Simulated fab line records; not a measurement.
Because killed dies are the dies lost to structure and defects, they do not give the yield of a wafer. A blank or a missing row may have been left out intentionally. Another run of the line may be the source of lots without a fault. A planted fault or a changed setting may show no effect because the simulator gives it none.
Lot-split experiment / flow rit_cmos / 5 lots, 23 wafers read, on a route of 202 steps

== THE SPLIT ITSELF ==
At RIT_NSD_IMPLANT_08, the setting dose_cm2 was moved away from the recipe's 1e+15 on 10 of the 23 wafers read, by -5.3% to +7.2%. For the rest of the wafers, this setting stayed at what the recipe calls for.

== FROM THE SPLIT TO THE READING: what the file shows between them, 6 steps ==
- RIT_NSD_STRIP_09: strips in O2, time 180 s
- RIT_NSD_TW_MEAS_10
- RIT_SDANNEAL_CLEAN_00: cleans in SC1, time 600 s (also split here: temp_c)
- RIT_SDANNEAL_CLEAN_01: cleans in dHF, time 30 s
- RIT_SDANNEAL_CLEAN_02: cleans in SC2, time 600 s
- RIT_SDANNEAL_RTA_03: time 5 s

== THE READING ==
At RIT_SDANNEAL_RS_MEAS_05, a four-point-probe measurement gives NSD_RS in ohm/sq. Fault-free wafers of this fab line usually give 84.6 ohm/sq, standard deviation 0.31 ohm/sq.

wafer=L078.2; tool, chamber at the split=implanter-02, 0; dose_cm2 as run=1e+15; against the recipe=recipe; NSD_RS, ohm/sq=84.6; against lot-mates on the recipe=-
wafer=L078.3; tool, chamber at the split=implanter-02, 0; dose_cm2 as run=9.485e+14; against the recipe=-5.1%; NSD_RS, ohm/sq=88.2; against lot-mates on the recipe=+3.6
wafer=L078.4; tool, chamber at the split=implanter-02, 0; dose_cm2 as run=1e+15; against the recipe=recipe; NSD_RS, ohm/sq=84.6; against lot-mates on the recipe=-
wafer=L078.5; tool, chamber at the split=implanter-02, 0; dose_cm2 as run=1e+15; against the recipe=recipe; NSD_RS, ohm/sq=84.6; against lot-mates on the recipe=-
wafer=L078.6; tool, chamber at the split=implanter-02, 0; dose_cm2 as run=9.485e+14; against the recipe=-5.1%; NSD_RS, ohm/sq=88.1; against lot-mates on the recipe=+3.5
wafer=L080.1; tool, chamber at the split=implanter-04, 0; dose_cm2 as run=1e+15; against the recipe=recipe; NSD_RS, ohm/sq=85.1; against lot-mates on the recipe=-
wafer=L080.4; tool, chamber at the split=implanter-04, 0; dose_cm2 as run=1e+15; against the recipe=recipe; NSD_RS, ohm/sq=84.8; against lot-mates on the recipe=-
wafer=L080.5; tool, chamber at the split=implanter-04, 0; dose_cm2 as run=1e+15; against the recipe=recipe; NSD_RS, ohm/sq=84.6; against lot-mates on the recipe=-
wafer=L081.1; tool, chamber at the split=implanter-04, 0; dose_cm2 as run=1.061e+15; against the recipe=+6.1%; NSD_RS, ohm/sq=80.5; against lot-mates on the recipe=-3.9
wafer=L081.2; tool, chamber at the split=implanter-04, 0; dose_cm2 as run=1e+15; against the recipe=recipe; NSD_RS, ohm/sq=84.6; against lot-mates on the recipe=-
wafer=L081.3; tool, chamber at the split=implanter-04, 0; dose_cm2 as run=1.061e+15; against the recipe=+6.1%; NSD_RS, ohm/sq=80.6; against lot-mates on the recipe=-3.8
wafer=L081.4; tool, chamber at the split=implanter-04, 0; dose_cm2 as run=1e+15; against the recipe=recipe; NSD_RS, ohm/sq=84.5; against lot-mates on the recipe=-
wafer=L081.5; tool, chamber at the split=implanter-04, 0; dose_cm2 as run=1e+15; against the recipe=recipe; NSD_RS, ohm/sq=84.1; against lot-mates on the recipe=-
wafer=L082.1; tool, chamber at the split=implanter-02, 0; dose_cm2 as run=1.072e+15; against the recipe=+7.2%; NSD_RS, ohm/sq=80.3; against lot-mates on the recipe=-4.2
wafer=L082.2; tool, chamber at the split=implanter-02, 0; dose_cm2 as run=1.072e+15; against the recipe=+7.2%; NSD_RS, ohm/sq=80.0; against lot-mates on the recipe=-4.5
wafer=L082.4; tool, chamber at the split=implanter-02, 0; dose_cm2 as run=1e+15; against the recipe=recipe; NSD_RS, ohm/sq=84.6; against lot-mates on the recipe=-
wafer=L082.5; tool, chamber at the split=implanter-02, 0; dose_cm2 as run=1.072e+15; against the recipe=+7.2%; NSD_RS, ohm/sq=80.3; against lot-mates on the recipe=-4.2
wafer=L082.6; tool, chamber at the split=implanter-02, 0; dose_cm2 as run=1e+15; against the recipe=recipe; NSD_RS, ohm/sq=84.4; against lot-mates on the recipe=-
wafer=L085.1; tool, chamber at the split=implanter-02, 0; dose_cm2 as run=9.466e+14; against the recipe=-5.3%; NSD_RS, ohm/sq=88.1; against lot-mates on the recipe=+3.4
wafer=L085.2; tool, chamber at the split=implanter-02, 0; dose_cm2 as run=1e+15; against the recipe=recipe; NSD_RS, ohm/sq=84.5; against lot-mates on the recipe=-
wafer=L085.4; tool, chamber at the split=implanter-02, 0; dose_cm2 as run=9.466e+14; against the recipe=-5.3%; NSD_RS, ohm/sq=88.5; against lot-mates on the recipe=+3.8
wafer=L085.5; tool, chamber at the split=implanter-02, 0; dose_cm2 as run=9.466e+14; against the recipe=-5.3%; NSD_RS, ohm/sq=88.0; against lot-mates on the recipe=+3.3
wafer=L085.6; tool, chamber at the split=implanter-02, 0; dose_cm2 as run=1e+15; against the recipe=recipe; NSD_RS, ohm/sq=84.8; against lot-mates on the recipe=-

FIT RESULTS
A straight line over all 23 wafers: NSD_RS changes by -0.649 ohm/sq for each +1% of dose_cm2; r = -1.00; the points scatter about the line by 0.23 ohm/sq.
The same after taking each lot's own level away (the mean of its wafers on the recipe; 23 wafers): -0.635 ohm/sq for each +1%; r = -1.00; scatter 0.2 ohm/sq.
The reading moves by 4.6 ohm/sq for the largest change in dose_cm2, on that fit.
The lots' own levels span 84.40 to 84.83 ohm/sq, that is 1.4 times the standard deviation above.
So the lot-to-lot level changes the slope little: the two slopes agree.
Check: for one of the wafers moved furthest among these (+7.2%), held out of the fit, the line's prediction against its lot-mates is -4.55 ohm/sq. Against them it came out at -4.2 ohm/sq.

== OTHER SPLITS APPLIED TO THESE WAFERS ==
Note: prior to the reading, these wafers also went through further splits. Each is held against what the fit with the lots' levels taken away leaves over:
other split on the same wafers=RIT_GATE_DEVELOP_15 develop_time_s; wafers away from the commonest value=6; r with NSD_RS (lot level and that fit taken away)=+0.06
other split on the same wafers=RIT_REOX_OXIDATION_03 ox_time_s; wafers away from the commonest value=18; r with NSD_RS (lot level and that fit taken away)=-0.20
other split on the same wafers=RIT_NLDD_SOFTBAKE_02 temp_c; wafers away from the commonest value=9; r with NSD_RS (lot level and that fit taken away)=+0.07
other split on the same wafers=RIT_PLDD_COAT_01 resist_thk_nm; wafers away from the commonest value=5; r with NSD_RS (lot level and that fit taken away)=-0.21
other split on the same wafers=RIT_PLDD_IMPLANT_08 dose_cm2; wafers away from the commonest value=8; r with NSD_RS (lot level and that fit taken away)=+0.12
other split on the same wafers=RIT_NSD_SOFTBAKE_02 temp_c; wafers away from the commonest value=8; r with NSD_RS (lot level and that fit taken away)=+0.23
other split on the same wafers=RIT_SDANNEAL_CLEAN_00 temp_c; wafers away from the commonest value=15; r with NSD_RS (lot level and that fit taken away)=-0.21

== THE WHOLE CHAIN: every reading that the file lists as answering this split, in the file's order ==
step=RIT_NSD_TW_MEAS_10; what it does=; reading=NSD_TW; change (the file's fit)=+7.51 for each +1% of the setting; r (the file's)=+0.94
step=RIT_SDANNEAL_RS_MEAS_05; what it does=measures by four-point-probe; reading=NSD_RS; change (the file's fit)=-0.635 for each +1% of the setting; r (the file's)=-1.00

== FILE'S OWN FIT ==
NSD_RS changes by -0.635 ohm/sq for each +1% of dose_cm2, r = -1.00.
